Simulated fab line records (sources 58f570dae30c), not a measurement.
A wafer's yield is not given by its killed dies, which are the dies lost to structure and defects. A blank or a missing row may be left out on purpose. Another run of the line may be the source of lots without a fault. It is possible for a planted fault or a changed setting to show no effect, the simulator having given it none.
fab line records -- flow berkeley-cmos170
record: lots: 5, wafers: 23
route steps=331 shown NWELL@15 PWELL@39 WELLDRIVE@56 SACOX@98 NVT@105 NLDD@162 BACKSIDE@200 M1@242
start-h: start of the lot's first displayed wafer, in hours after the record's first day -- wait-h: hours since the lot's step before -- " unchanged from the row above -- L1.1+2: one row covering several wafers at once -- - value missing, or start not given -- * or withheld: withheld -- < > ~ a bound
route shown NAME@n: NAME is a module with steps in the file, n the number in the route of the first one -- usual: mean/standard deviation taken from wafers without a fault -- same: alike in all rows -- chamber/n: place in a boat -- sites: per-site readings -- _std_site: how widely they spread, as a standard deviation -- _edge_site: mean of outer sites minus mean of inner sites -- radius-mm: for every site, how far away it sits from the centre of the wafer -- mask NAME#n: copy n -- behind: tool/chamber where the wafer was last shaped -- hold: why the lot was held/for how many hours/how that ended -- device: whichever transistor did not switch (one of n, p or np) -- end of line: tests run on the same wafers once the route is complete -- a step with no rows: only its recipe -- killed: count of dies lost to structure and defects at first sort (not the wafer's yield) -- map: the dies of a wafer, with x for killed, . for not killed, _ for no die there
set.NAME: the run value of the setting; set.NAME@STEP: its run value at that earlier step -- model.NAME: the simulator's own value behind a step, which no gauge read
lots where settings were altered on purpose, with a table for each step and a row for each wafer
== steps ==
step: UCB170_NWELL_OXIDATION_01
recipe: temp-c: 1000, ambient: O2, target-thk-a: 264, ox-time-s: 1260
lot.wafer,tool,chamber,start-h,wait-h,set.ox-time-s,model.SiO2_of_NWELL_OXIDATION_01.thk-nm
L074.1,-,-,-,2.5,1260,26.33
L074.3,-,-,-,2.5,1260,25.8
L074.4,-,-,-,2.5,1260,26.37
L074.5,-,-,-,2.5,1260,26.17
L074.6,-,-,-,2.5,1260,26.19
L076.1,-,-,-,1.8,1341,27.94
L076.2,-,-,-,1.8,1341,27.41
L076.3,-,-,-,1.8,1341,27.77
L076.5,-,-,-,1.8,1341,27.91
L076.6,-,-,-,1.8,1341,27.76
L077.2,-,-,-,0.8,1329,27.11
L077.3,-,-,-,0.8,1329,27.64
L077.4,-,-,-,0.8,1329,27.02
L077.5,-,-,-,0.8,1329,27.04
L077.6,-,-,-,0.8,1329,27.19
L084.2,-,-,-,2.0,1088,24.23
L084.3,-,-,-,2.0,1088,24.51
L084.4,-,-,-,2.0,1088,24.28
L084.5+6,-,-,-,2.0,1088,24.36
L085.3,furnace-03,0,73.65,1.1,1260,26.03
L085.4,furnace-03,0,73.65,1.1,1260,26.06
L085.6,furnace-03,0,73.65,1.1,1260,25.94
step: UCB170_NWELL_THK_MEAS_02
recipe: reads: SiO2_of_NWELL_OXIDATION_01
usual: NWELL_OXIDE_THK: 26.4/0.37
lot.wafer,tool,chamber,start-h,wait-h,set.ox-time-s@NWELL_OXIDATION_01,NWELL_OXIDE_THK[nm]
L074.1,film-metro-03,-,-,-,1260,26.3
L074.3,film-metro-03,-,-,-,1260,25.8
L074.4,film-metro-03,-,-,-,1260,26.4
L074.5,film-metro-03,-,-,-,1260,26.1
L074.6,film-metro-03,-,-,-,1260,26.2
L076.1,film-metro-01,-,-,-,1341,27.9
L076.2,film-metro-01,-,-,-,1341,27.4
L076.3,film-metro-01,-,-,-,1341,27.8
L076.5,film-metro-01,-,-,-,1341,27.9
L076.6,film-metro-01,-,-,-,1341,27.8
L077.2,film-metro-03,-,-,-,1329,27.1
L077.3,film-metro-03,-,-,-,1329,27.6
L077.4,film-metro-03,-,-,-,1329,27.0
L077.5,film-metro-03,-,-,-,1329,27.0
L077.6,film-metro-03,-,-,-,1329,27.2
L084.2,film-metro-03,-,-,-,1088,24.2
L084.3,film-metro-03,-,-,-,1088,24.5
L084.4,film-metro-03,-,-,-,1088,24.3
L084.5,film-metro-03,-,-,-,1088,24.4
L084.6,film-metro-03,-,-,-,1088,24.4
L085.3,film-metro-04,-,75.02,0.0,1260,26.0
L085.4,film-metro-04,-,75.02,0.0,1260,26.0
L085.6,film-metro-04,-,75.02,0.0,1260,25.9
step: UCB170_NWELL_IMPLANT_14
recipe: species: P, dose-cm2: 1e+13, energy-kev: 150, tilt-deg: 7
lot.wafer,tool,chamber,start-h,wait-h,set.energy-kev,model.implant.rp-nm,model.implant.drp-nm
L074.1+4+5,implanter-03,0,30.02,0.1,150,194.2,62.72
L074.3+6,implanter-03,0,30.02,0.1,141.7,183,59.99
L076.1+3,implanter-04,0,39.07,0.1,150,183,62.72
L076.2+5+6,implanter-04,0,39.07,0.1,158,193.2,65.21
L077.2+4,implanter-01,0,44.46,0.1,147.6,192.7,61.95
L077.3+5+6,implanter-01,0,44.46,0.1,150,196,62.72
L084.2+3+4+5+6,implanter-04,0,81.32,0.1,150,186.4,62.72
L085.3+4+6,implanter-03,0,81.32,0.1,150,179.9,62.72
step: UCB170_PWELL_CVD_05
recipe: material: Si3N4, target-thk-nm: 220, temp-c: 800, precursor: SiH2Cl2/NH3, time-s: 3300, pressure-mtorr: 200, sih2cl2-flow-sccm: 25, nh3-flow-sccm: 75
lot.wafer,tool,chamber,start-h,wait-h,set.time-s,model.Si3N4_of_PWELL_CVD_05.thk-nm
L074.1,-,-,-,0.3,3757,250.8
L074.3,-,-,-,0.3,3757,251.6
L074.4,-,-,-,0.3,3757,250.9
L074.5,-,-,-,0.3,3757,249.8
L074.6,-,-,-,0.3,3757,250.3
L076.1,-,-,-,0.7,3300,221.4
L076.2+3,-,-,-,0.7,3300,219.9
L076.5,-,-,-,0.7,3300,218.6
L076.6,-,-,-,0.7,3300,220.2
L077.2,-,-,-,0.0,3300,222
L077.3,-,-,-,0.0,3300,222.8
L077.4,-,-,-,0.0,3300,220
L077.5,-,-,-,0.0,3300,219.8
L077.6,-,-,-,0.0,3300,221.6
L084.2,-,-,-,0.0,3300,216.8
L084.3,-,-,-,0.0,3300,219.1
L084.4+5,-,-,-,0.0,3300,218
L084.6,-,-,-,0.0,3300,218.1
L085.3,lpcvd-01,0,96.43,0.0,3300,222.6
L085.4,lpcvd-01,0,96.43,0.0,3300,222.4
L085.6,lpcvd-01,0,96.43,0.0,3300,221.9
step: UCB170_PWELL_THK_MEAS_06
recipe: reads: Si3N4_of_PWELL_CVD_05
usual: PWELL_NITRIDE_THK: 219.7/1.8
lot.wafer,tool,chamber,start-h,wait-h,set.time-s@PWELL_CVD_05,PWELL_NITRIDE_THK[nm]
L074.1,film-metro-04,-,-,-,3757,250.8
L074.3,film-metro-04,-,-,-,3757,251.4
L074.4,film-metro-04,-,-,-,3757,250.9
L074.5,film-metro-04,-,-,-,3757,249.8
L074.6,film-metro-04,-,-,-,3757,250.2
L076.1,film-metro-02,-,-,-,3300,221.4
L076.2,film-metro-02,-,-,-,3300,219.9
L076.3,film-metro-02,-,-,-,3300,220.0
L076.5,film-metro-02,-,-,-,3300,218.5
L076.6,film-metro-02,-,-,-,3300,220.4
L077.2,film-metro-03,-,-,-,3300,222.0
L077.3,film-metro-03,-,-,-,3300,222.7
L077.4,film-metro-03,-,-,-,3300,220.1
L077.5,film-metro-03,-,-,-,3300,219.8
L077.6,film-metro-03,-,-,-,3300,221.6
L084.2,film-metro-03,-,-,-,3300,216.6
L084.3,film-metro-03,-,-,-,3300,219.3
L084.4,film-metro-03,-,-,-,3300,218.2
L084.5,film-metro-03,-,-,-,3300,217.9
L084.6,film-metro-03,-,-,-,3300,218.1
L085.3,film-metro-02,-,98.37,0.0,3300,222.5
L085.4,film-metro-02,-,98.37,0.0,3300,222.4
L085.6,film-metro-02,-,98.37,0.0,3300,221.8
step: UCB170_WELLDRIVE_OXIDATION_01
recipe: temp-c: 1100, ambient: O2, target-thk-a: 1990, ox-time-s: 9000
lot.wafer,tool,chamber,start-h,wait-h,set.temp-c,model.SiO2_of_WELLDRIVE_OXIDATION_01.thk-nm
L074.1+6,-,-,-,1.0,1086,183.6
L074.3,-,-,-,1.0,1086,187.4
L074.4,-,-,-,1.0,1086,182.7
L074.5,-,-,-,1.0,1086,185.6
L076.1,-,-,-,2.3,1123,227.6
L076.2,-,-,-,2.3,1123,231
L076.3,-,-,-,2.3,1123,229.4
L076.5,-,-,-,2.3,1123,230.2
L076.6,-,-,-,2.3,1123,231.2
L077.2,-,-,-,0.7,1073,173.7
L077.3,-,-,-,0.7,1073,167.9
L077.4,-,-,-,0.7,1073,171.6
L077.5,-,-,-,0.7,1073,171.7
L077.6,-,-,-,0.7,1073,175.7
L084.2,-,-,-,0.9,1128,228.4
L084.3,-,-,-,0.9,1128,231.5
L084.4,-,-,-,0.9,1128,232.3
L084.5,-,-,-,0.9,1128,229.3
L084.6,-,-,-,0.9,1128,229.5
L085.3,furnace-02,0,107.15,0.9,1100,199.8
L085.4,furnace-02,0,107.15,0.9,1100,196.8
L085.6,furnace-02,0,107.15,0.9,1100,201.2
step: UCB170_WELLDRIVE_THK_MEAS_02
recipe: reads: SiO2_of_WELLDRIVE_OXIDATION_01
usual: WELLDRIVE_OXIDE_THK: 201/3.2
lot.wafer,tool,chamber,start-h,wait-h,set.temp-c@WELLDRIVE_OXIDATION_01,WELLDRIVE_OXIDE_THK[nm]
L074.1,film-metro-01,-,-,-,1086,184
L074.3,film-metro-01,-,-,-,1086,187
L074.4,film-metro-01,-,-,-,1086,183
L074.5,film-metro-01,-,-,-,1086,186
L074.6,film-metro-01,-,-,-,1086,184
L076.1,film-metro-03,-,-,-,1123,228
L076.2,film-metro-03,-,-,-,1123,231
L076.3,film-metro-03,-,-,-,1123,229
L076.5,film-metro-03,-,-,-,1123,230
L076.6,film-metro-03,-,-,-,1123,231
L077.2,film-metro-03,-,-,-,1073,174
L077.3,film-metro-03,-,-,-,1073,168
L077.4,film-metro-03,-,-,-,1073,172
L077.5,film-metro-03,-,-,-,1073,172
L077.6,film-metro-03,-,-,-,1073,176
L084.2,film-metro-02,-,-,-,1128,229
L084.3,film-metro-02,-,-,-,1128,231
L084.4,film-metro-02,-,-,-,1128,232
L084.5,film-metro-02,-,-,-,1128,229
L084.6,film-metro-02,-,-,-,1128,230
L085.3,film-metro-01,-,110.69,0.0,1100,200
L085.4,film-metro-01,-,110.69,0.0,1100,197
L085.6,film-metro-01,-,110.69,0.0,1100,201
step: UCB170_SACOX_OXIDATION_01
recipe: temp-c: 900, ambient: O2, target-thk-a: 144, ox-time-s: 2400
lot.wafer,tool,chamber,start-h,wait-h,set.ox-time-s,model.SiO2_of_SACOX_OXIDATION_01.thk-nm
L074.1,-,-,-,2.1,2400,13.99
L074.3,-,-,-,2.1,2400,14.07
L074.4,-,-,-,2.1,2400,14.2
L074.5,-,-,-,2.1,2400,14.44
L074.6,-,-,-,2.1,2400,14.13
L076.1,-,-,-,2.2,2726,15.17
L076.2,-,-,-,2.2,2726,15.52
L076.3,-,-,-,2.2,2726,15.56
L076.5,-,-,-,2.2,2726,15.3
L076.6,-,-,-,2.2,2726,15.53
L077.2+4,-,-,-,1.1,2573,14.78
L077.3,-,-,-,1.1,2573,14.83
L077.5,-,-,-,1.1,2573,14.86
L077.6,-,-,-,1.1,2573,14.79
L084.2,-,-,-,3.1,2400,14.25
L084.3,-,-,-,3.1,2400,14.21
L084.4,-,-,-,3.1,2400,14.44
L084.5,-,-,-,3.1,2400,14.06
L084.6,-,-,-,3.1,2400,14.33
L085.3,furnace-01,0,146.17,3.1,2400,14.32
L085.4,furnace-01,0,146.17,3.1,2400,14.12
L085.6,furnace-01,0,146.17,3.1,2400,14.25
step: UCB170_SACOX_THK_MEAS_02
recipe: reads: SiO2_of_SACOX_OXIDATION_01
usual: SACOX_OXIDE_THK: 14.30/0.2
lot.wafer,tool,chamber,start-h,wait-h,set.ox-time-s@SACOX_OXIDATION_01,SACOX_OXIDE_THK[nm]
L074.1,film-metro-01,-,-,-,2400,14.02
L074.3,film-metro-01,-,-,-,2400,14.10
L074.4,film-metro-01,-,-,-,2400,14.10
L074.5,film-metro-01,-,-,-,2400,14.45
L074.6,film-metro-01,-,-,-,2400,14.07
L076.1,film-metro-02,-,-,-,2726,15.13
L076.2,film-metro-02,-,-,-,2726,15.53
L076.3,film-metro-02,-,-,-,2726,15.59
L076.5,film-metro-02,-,-,-,2726,15.31
L076.6,film-metro-02,-,-,-,2726,15.53
L077.2,film-metro-01,-,-,-,2573,14.80
L077.3,film-metro-01,-,-,-,2573,14.82
L077.4,film-metro-01,-,-,-,2573,14.80
L077.5,film-metro-01,-,-,-,2573,14.86
L077.6,film-metro-01,-,-,-,2573,14.84
L084.2,film-metro-02,-,-,-,2400,14.24
L084.3,film-metro-02,-,-,-,2400,14.21
L084.4,film-metro-02,-,-,-,2400,14.45
L084.5,film-metro-02,-,-,-,2400,14.09
L084.6,film-metro-02,-,-,-,2400,14.33
L085.3,film-metro-03,-,147.85,0.0,2400,14.35
L085.4,film-metro-03,-,147.85,0.0,2400,14.13
L085.6,film-metro-03,-,147.85,0.0,2400,14.24
step: UCB170_NVT_COAT_01
recipe: resist: KrF, spin-rpm: 1500, resist-thk-nm: 900
lot.wafer,tool,chamber,start-h,wait-h,set.resist-thk-nm,model.KrF_of_NVT_COAT_01.thk-nm
L074.1,litho-track-01,0,99.96,0.1,854,854.4
L074.3,litho-track-01,0,99.96,0.1,900,900.9
L074.4,litho-track-01,0,99.96,0.1,854,853.5
L074.5,litho-track-01,0,99.96,0.1,854,856
L074.6,litho-track-01,0,99.96,0.1,900,901.6
L076.1,litho-track-03,0,107.05,0.1,900,901.3
L076.2,litho-track-03,0,107.05,0.1,900,899.6
L076.3,litho-track-03,0,107.05,0.1,900,901.1
L076.5,litho-track-03,0,107.05,0.1,900,899
L076.6,litho-track-03,0,107.05,0.1,900,901.4
L077.2,litho-track-02,0,115.45,0.1,900,901.2
L077.3,litho-track-02,0,115.45,0.1,900,900.3
L077.4,litho-track-02,0,115.45,0.1,900,900.1
L077.5,litho-track-02,0,115.45,0.1,900,899.5
L077.6,litho-track-02,0,115.45,0.1,900,897.9
L084.2,litho-track-02,0,156.38,0.1,900,902.5
L084.3,litho-track-02,0,156.38,0.1,900,900.9
L084.4,litho-track-02,0,156.38,0.1,900,903.3
L084.5,litho-track-02,0,156.38,0.1,945.3,948.4
L084.6,litho-track-02,0,156.38,0.1,945.3,948
L085.3,litho-track-01,0,156.63,0.1,900,901.8
L085.4,litho-track-01,0,156.63,0.1,900,901.5
L085.6,litho-track-01,0,156.63,0.1,900,899.1
step: UCB170_NVT_SOFTBAKE_02
recipe: resist: KrF, temp-c: 130, time-s: 60
step: UCB170_NVT_EXPOSE_03
recipe: mask-id: PWELL, target-cd-nm: 3000, na: 0.5, sigma-outer: 0.6, source-shape: conventional, dose-mj: 30
step: UCB170_NVT_IMPLANT_07
recipe: species: BF2, dose-cm2: 3e+12, energy-kev: 49.11, tilt-deg: 7
step: UCB170_NVT_STRIP_08
recipe: chemistry: O2, power-w: 400, pressure-mtorr: 3500, platen-temp-c: withheld, o2-flow-sccm: 400, overash-fraction: 0.5
usual: strip-time-to-endpoint-s: 21.64/0.049
lot.wafer,tool,chamber,start-h,wait-h,set.resist-thk-nm@NVT_COAT_01,strip-time-to-endpoint-s
L074.1,plasma-asher-03,1,101.22,0.1,854,20.53
L074.3,plasma-asher-03,0,101.22,0.1,900,21.65
L074.4,plasma-asher-03,1,101.22,0.1,854,20.52
L074.5,plasma-asher-03,1,101.22,0.1,854,20.57
L074.6,plasma-asher-03,0,101.22,0.1,900,21.66
L076.1,plasma-asher-03,0,108.41,0.1,900,21.64
L076.2,plasma-asher-03,1,108.41,0.1,900,21.62
L076.3,plasma-asher-03,1,108.41,0.1,900,21.65
L076.5,plasma-asher-03,1,108.41,0.1,900,21.61
L076.6,plasma-asher-03,0,108.41,0.1,900,21.65
L077.2,plasma-asher-01,1,116.38,0.1,900,21.66
L077.3,plasma-asher-01,1,116.38,0.1,900,21.64
L077.4,plasma-asher-01,0,116.38,0.1,900,21.61
L077.5,plasma-asher-01,1,116.38,0.1,900,21.60
L077.6,plasma-asher-01,0,116.38,0.1,900,21.57
L084.2,plasma-asher-03,0,157.34,0.1,900,21.70
L084.3,plasma-asher-03,0,157.34,0.1,900,21.65
L084.4,plasma-asher-03,1,157.34,0.1,900,21.71
L084.5,plasma-asher-03,1,157.34,0.1,945.3,22.77
L084.6,plasma-asher-03,0,157.34,0.1,945.3,22.77
L085.3,plasma-asher-01,1,157.76,0.1,900,21.66
L085.4,plasma-asher-01,0,157.76,0.1,900,21.68
L085.6,plasma-asher-01,1,157.76,0.1,900,21.59
step: UCB170_NLDD_PEB_04
recipe: peb-temp-c: 130, peb-time-s: withheld, resist: KrF
lot.wafer,tool,chamber,start-h,wait-h,set.peb-temp-c
L074.1+4,litho-track-02,0,116.00,0.2,128.5
L074.3+5+6,litho-track-02,0,116.00,0.2,130
L076.1+2,litho-track-02,0,122.72,0.1,130
L076.3+5+6,litho-track-02,0,122.72,0.1,127.3
L077.2+3+5,litho-track-03,0,137.74,0.2,133.5
L077.4+6,litho-track-03,0,137.74,0.2,130
L084.2+6,litho-track-01,0,173.94,0.1,126.4
L084.3+4+5,litho-track-01,0,173.94,0.1,130
L085.3+4+6,litho-track-02,0,176.38,0.2,130
step: UCB170_NLDD_DEVELOP_05
recipe: developer: TMAH, develop-time-s: 45, resist: KrF, dev-temp-c: 21
step: UCB170_NLDD_CD_MEAS_06
recipe: target-cd-nm: 1200
usual: cd-nm: 1199.9/1.3
lot.wafer,tool,chamber,start-h,wait-h,set.peb-temp-c@NLDD_PEB_04,cd-nm
L074.1,cd-sem-01,-,116.28,-,128.5,1191.9
L074.3,cd-sem-01,-,116.28,-,130,1202.0
L074.4,cd-sem-01,-,116.28,-,128.5,1189.6
L074.5,cd-sem-01,-,116.28,-,130,1203.3
L074.6,cd-sem-01,-,116.28,-,130,1200.9
L076.1,cd-sem-01,-,122.99,-,130,1199.7
L076.2,cd-sem-01,-,122.99,-,130,1199.9
L076.3,cd-sem-01,-,122.99,-,127.3,1179.2
L076.5,cd-sem-01,-,122.99,-,127.3,1179.2
L076.6,cd-sem-01,-,122.99,-,127.3,1179.3
L077.2,cd-sem-01,-,138.01,-,133.5,1220.9
L077.3,cd-sem-01,-,138.01,-,133.5,1218.6
L077.4,cd-sem-01,-,138.01,-,130,1199.9
L077.5,cd-sem-01,-,138.01,-,133.5,1221.1
L077.6,cd-sem-01,-,138.01,-,130,1200.3
L084.2,cd-sem-02,-,174.21,-,126.4,1170.5
L084.3,cd-sem-02,-,174.21,-,130,1198.4
L084.4,cd-sem-02,-,174.21,-,130,1198.6
L084.5,cd-sem-02,-,174.21,-,130,1198.7
L084.6,cd-sem-02,-,174.21,-,126.4,1171.5
L085.3,cd-sem-02,-,176.64,-,130,1197.3
L085.4,cd-sem-02,-,176.64,-,130,1198.5
L085.6,cd-sem-02,-,176.64,-,130,1197.9
step: UCB170_BACKSIDE_COAT_01
recipe: resist: KrF, spin-rpm: 1500, resist-thk-nm: 900
lot.wafer,tool,chamber,start-h,wait-h,set.spin-rpm,model.KrF_of_BACKSIDE_COAT_01.thk-nm
L074.1,litho-track-03,0,126.72,0.1,1409,929.3
L074.3,litho-track-03,0,126.72,0.1,1500,902.4
L074.4,litho-track-03,0,126.72,0.1,1409,928.9
L074.5,litho-track-03,0,126.72,0.1,1500,902.2
L074.6,litho-track-03,0,126.72,0.1,1409,927.6
L076.1,litho-track-03,0,133.89,0.1,1588,871.4
L076.2,litho-track-03,0,133.89,0.1,1500,901.4
L076.3,litho-track-03,0,133.89,0.1,1588,872.1
L076.5,litho-track-03,0,133.89,0.1,1588,878.1
L076.6,litho-track-03,0,133.89,0.1,1500,898.7
L077.2,litho-track-02,0,147.24,0.1,1500,901.8
L077.3,litho-track-02,0,147.24,0.1,1500,901.3
L077.4,litho-track-02,0,147.24,0.1,1500,903.6
L077.5,litho-track-02,0,147.24,0.1,1500,903.1
L077.6,litho-track-02,0,147.24,0.1,1500,904.8
L084.2,litho-track-04,0,183.49,0.1,1500,899.7
L084.3,litho-track-04,0,183.49,0.1,1500,897.3
L084.4,litho-track-04,0,183.49,0.1,1549,882.5
L084.5,litho-track-04,0,183.49,0.1,1549,883.1
L084.6,litho-track-04,0,183.49,0.1,1549,884.2
L085.3,litho-track-04,0,186.71,0.1,1500,902.9
L085.4,litho-track-04,0,186.71,0.1,1500,896.3
L085.6,litho-track-04,0,186.71,0.1,1500,901.1
step: UCB170_BACKSIDE_SOFTBAKE_02
recipe: resist: KrF, temp-c: 130, time-s: 60
step: UCB170_BACKSIDE_STRIP_03
recipe: chemistry: O2, power-w: 400, pressure-mtorr: 3500, platen-temp-c: withheld, o2-flow-sccm: 400, overash-fraction: 0.5
usual: strip-time-to-endpoint-s: 21.97/0.052
lot.wafer,tool,chamber,start-h,wait-h,set.spin-rpm@BACKSIDE_COAT_01,strip-time-to-endpoint-s
L074.1,plasma-asher-04,1,127.02,0.1,1409,22.68
L074.3,plasma-asher-04,1,127.02,0.1,1500,22.01
L074.4,plasma-asher-04,0,127.02,0.1,1409,22.66
L074.5,plasma-asher-04,1,127.02,0.1,1500,22.02
L074.6,plasma-asher-04,0,127.02,0.1,1409,22.63
L076.1,plasma-asher-04,1,134.19,0.1,1588,21.30
L076.2,plasma-asher-04,0,134.19,0.1,1500,22.00
L076.3,plasma-asher-04,1,134.19,0.1,1588,21.29
L076.5,plasma-asher-04,1,134.19,0.1,1588,21.44
L076.6,plasma-asher-04,0,134.19,0.1,1500,21.91
L077.2,plasma-asher-01,0,147.52,0.1,1500,22.03
L077.3,plasma-asher-01,0,147.52,0.1,1500,22.01
L077.4,plasma-asher-01,1,147.52,0.1,1500,22.06
L077.5,plasma-asher-01,0,147.52,0.1,1500,22.03
L077.6,plasma-asher-01,1,147.52,0.1,1500,22.09
L084.2,plasma-asher-02,1,183.76,0.1,1500,21.96
L084.3,plasma-asher-02,1,183.76,0.1,1500,21.91
L084.4,plasma-asher-02,0,183.76,0.1,1549,21.55
L084.5,plasma-asher-02,1,183.76,0.1,1549,21.56
L084.6,plasma-asher-02,0,183.76,0.1,1549,21.57
L085.3,plasma-asher-04,0,186.99,0.1,1500,22.05
L085.4,plasma-asher-04,1,186.99,0.1,1500,21.90
L085.6,plasma-asher-04,1,186.99,0.1,1500,21.98
step: UCB170_M1_COAT_04
recipe: resist: KrF, spin-rpm: 1500, resist-thk-nm: 900
lot.wafer,tool,chamber,start-h,wait-h,set.spin-rpm,model.KrF_of_M1_COAT_04.thk-nm
L074.1,litho-track-02,0,-,-,1442,920.3
L074.3,litho-track-02,0,-,-,1442,917.4
L074.4,litho-track-02,0,-,-,1500,901.7
L074.5,litho-track-02,0,-,-,1500,901.5
L074.6,litho-track-02,0,-,-,1500,899.4
L076.1,litho-track-01,0,-,-,1500,905.2
L076.2,litho-track-01,0,-,-,1500,905
L076.3,litho-track-01,0,-,-,1500,901.5
L076.5,litho-track-01,0,-,-,1500,903.8
L076.6,litho-track-01,0,-,-,1500,902.8
L077.2,litho-track-02,0,-,-,1500,901.2
L077.3,litho-track-02,0,-,-,1394,932.9
L077.4,litho-track-02,0,-,-,1500,901.4
L077.5,litho-track-02,0,-,-,1394,934.5
L077.6,litho-track-02,0,-,-,1394,932.8
L084.2,litho-track-04,0,-,-,1500,894.7
L084.3,litho-track-04,0,-,-,1397,931.5
L084.4,litho-track-04,0,-,-,1397,928.4
L084.5,litho-track-04,0,-,-,1500,896.6
L084.6,litho-track-04,0,-,-,1500,893.8
L085.3,litho-track-04,0,-,-,1500,900.5
L085.4,litho-track-04,0,-,-,1500,898.6
L085.6,litho-track-04,0,-,-,1500,901.1
step: UCB170_M1_SOFTBAKE_05
recipe: resist: KrF, temp-c: 130, time-s: 60
step: UCB170_M1_EXPOSE_06
recipe: mask-id: METAL1, target-cd-nm: 700, na: 0.5, sigma-outer: 0.6, source-shape: conventional, dose-mj: 21
step: UCB170_M1_ETCH_11
recipe: chemistry: N2/H2, target-depth-a: withheld, overetch-a: withheld, target: BARC, time-s: withheld, source-w: 500, bias-w: 100, pressure-mtorr: 30, n2-flow-sccm: 100, h2-flow-sccm: 200
step: UCB170_M1_METAL_ETCH_12
recipe: chemistry: Cl2/BCl3, target: Al, stop-on: PSG, pressure-mtorr: 12, target-depth-a: 7800, over-etch-frac: 0.3, time-s: 130, icp-w: 600, bias-w: 120, Cl2_flow_sccm: 90, bcl3-flow-sccm: 45
lot.wafer,tool,chamber,start-h,wait-h,set.spin-rpm@M1_COAT_04,model.KrF_of_M1_COAT_04.thk-nm
L074.1,rie-metal-02,1,135.40,-,1442,458.8
L074.3,rie-metal-02,1,135.40,-,1442,455.5
L074.4,rie-metal-02,0,135.40,-,1500,437.6
L074.5,rie-metal-02,1,135.40,-,1500,440.8
L074.6,rie-metal-02,0,135.40,-,1500,432.3
L076.1,rie-metal-03,0,142.79,-,1500,440.6
L076.2,rie-metal-03,1,142.79,-,1500,435.7
L076.3,rie-metal-03,0,142.79,-,1500,436.1
L076.5,rie-metal-03,0,142.79,-,1500,440
L076.6,rie-metal-03,1,142.79,-,1500,433.7
L077.2,rie-metal-03,1,154.77,-,1500,429.1
L077.3,rie-metal-03,1,154.77,-,1394,468.5
L077.4,rie-metal-03,0,154.77,-,1500,442.4
L077.5,rie-metal-03,0,154.77,-,1394,474.1
L077.6,rie-metal-03,1,154.77,-,1394,471
L084.2,rie-metal-02,0,191.13,-,1500,427.8
L084.3,rie-metal-02,0,191.13,-,1397,469.3
L084.4,rie-metal-02,1,191.13,-,1397,471.2
L084.5,rie-metal-02,0,191.13,-,1500,431.6
L084.6,rie-metal-02,1,191.13,-,1500,434.2
L085.3,rie-metal-03,0,195.15,-,1500,437.9
L085.4,rie-metal-03,0,195.15,-,1500,437.5
L085.6,rie-metal-03,0,195.15,-,1500,435.4
== key ==
split: step: UCB170_NWELL_OXIDATION_01, setting: ox-time-s, stated: 1260, by: lot
response: step: UCB170_NWELL_OXIDATION_01, reading: model.SiO2_of_NWELL_OXIDATION_01.thk-nm, change: +0.159, per: 1%, r: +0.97
response: step: UCB170_NWELL_THK_MEAS_02, reading: NWELL_OXIDE_THK, change: +0.158, per: 1%, r: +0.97
split: step: UCB170_NWELL_IMPLANT_14, setting: energy-kev, stated: 150, by: wafer
response: step: UCB170_NWELL_IMPLANT_14, reading: model.implant.rp-nm, change: +1.97, per: 1%, r: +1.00
response: step: UCB170_NWELL_IMPLANT_14, reading: model.implant.drp-nm, change: +0.481, per: 1%, r: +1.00
split: step: UCB170_PWELL_CVD_05, setting: time-s, stated: 3300, by: lot
response: step: UCB170_PWELL_CVD_05, reading: model.Si3N4_of_PWELL_CVD_05.thk-nm, change: +2.2, per: 1%, r: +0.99
response: step: UCB170_PWELL_THK_MEAS_06, reading: PWELL_NITRIDE_THK, change: +2.2, per: 1%, r: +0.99
split: step: UCB170_WELLDRIVE_OXIDATION_01, setting: temp-c, stated: 1100, by: lot
response: step: UCB170_WELLDRIVE_OXIDATION_01, reading: model.SiO2_of_WELLDRIVE_OXIDATION_01.thk-nm, change: +12.2, per: 1%, r: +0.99
response: step: UCB170_WELLDRIVE_THK_MEAS_02, reading: WELLDRIVE_OXIDE_THK, change: +12.3, per: 1%, r: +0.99
split: step: UCB170_SACOX_OXIDATION_01, setting: ox-time-s, stated: 2400, by: lot
response: step: UCB170_SACOX_OXIDATION_01, reading: model.SiO2_of_SACOX_OXIDATION_01.thk-nm, change: +0.0876, per: 1%, r: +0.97
response: step: UCB170_SACOX_THK_MEAS_02, reading: SACOX_OXIDE_THK, change: +0.0879, per: 1%, r: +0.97
split: step: UCB170_NVT_COAT_01, setting: resist-thk-nm, stated: 900, by: wafer
response: step: UCB170_NVT_COAT_01, reading: model.KrF_of_NVT_COAT_01.thk-nm, change: +9.12, per: 1%, r: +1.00
response: step: UCB170_NVT_STRIP_08, reading: strip-time-to-endpoint-s, change: *, per: 1%, r: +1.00
split: step: UCB170_NLDD_PEB_04, setting: peb-temp-c, stated: 130, by: wafer
response: step: UCB170_NLDD_CD_MEAS_06, reading: cd-nm, change: +9.06, per: 1%, r: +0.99
split: step: UCB170_BACKSIDE_COAT_01, setting: spin-rpm, stated: 1500, by: wafer
response: step: UCB170_BACKSIDE_COAT_01, reading: model.KrF_of_BACKSIDE_COAT_01.thk-nm, change: -4.43, per: 1%, r: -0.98
response: step: UCB170_BACKSIDE_STRIP_03, reading: strip-time-to-endpoint-s, change: *, per: 1%, r: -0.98
split: step: UCB170_M1_COAT_04, setting: spin-rpm, stated: 1500, by: wafer
response: step: UCB170_M1_COAT_04, reading: model.KrF_of_M1_COAT_04.thk-nm, change: -4.78, per: 1%, r: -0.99
response: step: UCB170_M1_METAL_ETCH_12, reading: model.KrF_of_M1_COAT_04.thk-nm, change: -5.33, per: 1%, r: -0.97
